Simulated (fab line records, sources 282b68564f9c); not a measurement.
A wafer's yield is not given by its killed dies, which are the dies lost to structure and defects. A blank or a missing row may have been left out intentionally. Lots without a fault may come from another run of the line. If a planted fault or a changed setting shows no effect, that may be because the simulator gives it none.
Commonality check across tools -- flow rit-cmos -- Sample size 14 lots and 42 wafers

WHY IT WAS OPENED
On 2 of the 14 lots, a flag is raised at RIT_GATE_CD_MEAS_16 on the reading cd-nm. Fault-free wafers read 149.3 nm, with a standard deviation of 2.4.
Rule: a lot is flagged when every wafer of it that has a number lies more than 4 standard deviations from that mean, or none has a number. All remaining lots are regarded as sound.

lot,measured,on,"cd-nm (nm), wafer by wafer",flag
L270,day 3 03:41,cd-sem-01,151.5 147.2 147.7,
L271,day 3 11:07,cd-sem-01,147.6 146.8 149.3,
L273,day 3 20:47,cd-sem-01,145.6 146.6 146.7,
L274,day 4 01:35,cd-sem-01,151.5 154.0 153.1,
L275,day 4 05:31,cd-sem-02,150.7 146.9 147.9,
L278,day 4 21:07,cd-sem-01,149.3 150.6 152.9,
L281,day 5 10:12,cd-sem-02,148.8 148.0 147.9,
L282,day 5 15:54,cd-sem-02,148.0 149.1 146.2,
L283,day 5 20:35,cd-sem-02,161.1 162.3 160.9,FLAGGED
L285,day 6 10:08,cd-sem-01,150.0 150.2 150.6,
L287,day 6 16:59,cd-sem-02,159.9 163.5 159.6,FLAGGED
L288,day 7 03:34,cd-sem-01,148.8 144.5 145.6,
L289,day 7 05:20,cd-sem-01,150.1 147.3 149.6,
L290,day 7 10:12,cd-sem-02,148.5 150.4 147.3,
On average the flagged lots' numbers are 161.2 nm, which is +11.9 nm against the usual, or +5 standard deviations.

LOT BY LOT: THE TOOL USED
The record holds 1 process step before the reading, out of a route of 202 steps. Read each cell as the tool, then ch plus the chambers that the sampled wafers visited, then the start.
lot,flag,RIT_GATE_COAT_11
L270,,"litho-track-04 ch 0, day 3 02:49"
L271,,"litho-track-04 ch 0, day 3 10:25"
L273,,"litho-track-01 ch 0, day 3 20:06"
L274,,"litho-track-03 ch 0, day 4 00:53"
L275,,"litho-track-01 ch 0, day 4 04:41"
L278,,"litho-track-03 ch 0, day 4 20:25"
L281,,"litho-track-01 ch 0, day 5 09:23"
L282,,"litho-track-03 ch 0, day 5 15:13"
L283,FLAGGED,"litho-track-03 ch 0, day 5 19:46"
L285,,"litho-track-01 ch 0, day 6 09:26"
L287,FLAGGED,"litho-track-03 ch 0, day 6 16:18"
L288,,"litho-track-01 ch 0, day 7 02:52"
L289,,"litho-track-01 ch 0, day 7 04:31"
L290,,"litho-track-04 ch 0, day 7 09:30"
What the steps here do:
- RIT_GATE_COAT_11: resist thk 850 nm.
- RIT_GATE_CD_MEAS_16: target cd 150 nm.

FLAGGED AGAINST TOTAL, ONE TOOL AT A TIME (gauges that did the reading follow at the end)
step,tool,lots run,flagged,share of the flagged lots,sound lots run after its first flagged lot
RIT_GATE_COAT_11,litho-track-01,6,0,none,-
RIT_GATE_COAT_11,litho-track-03,5,2,all,0
RIT_GATE_COAT_11,litho-track-04,3,0,none,-
RIT_GATE_CD_MEAS_16,cd-sem-01,8,0,none,-
RIT_GATE_CD_MEAS_16,cd-sem-02,6,2,all,1 (L290)

WHAT THE TABLE PERMITS
2 rows of the table ran every flagged lot: litho-track-03 at RIT_GATE_COAT_11, cd-sem-02 at RIT_GATE_CD_MEAS_16.
- litho-track-03 at RIT_GATE_COAT_11: 2 of its 5 lots flagged. A fault beginning between L282 (day 5 15:13), its last sound lot, and L283 (day 5 19:46), its first flagged one, fits the data.
- cd-sem-02 at RIT_GATE_CD_MEAS_16: 2 of its 6 lots flagged. Sound lots followed the first flagged one (L290) on it, something a lasting fault affecting the whole tool could not allow.
Left over: one tool, litho-track-03 at RIT_GATE_COAT_11.

WHAT THE SIMULATOR PUT IN
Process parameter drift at RIT_GATE_COAT_11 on litho-track-03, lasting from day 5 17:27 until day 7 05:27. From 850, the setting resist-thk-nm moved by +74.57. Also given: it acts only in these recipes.
Lots struck among those shown: L283, L287. The same result came from the rule above.
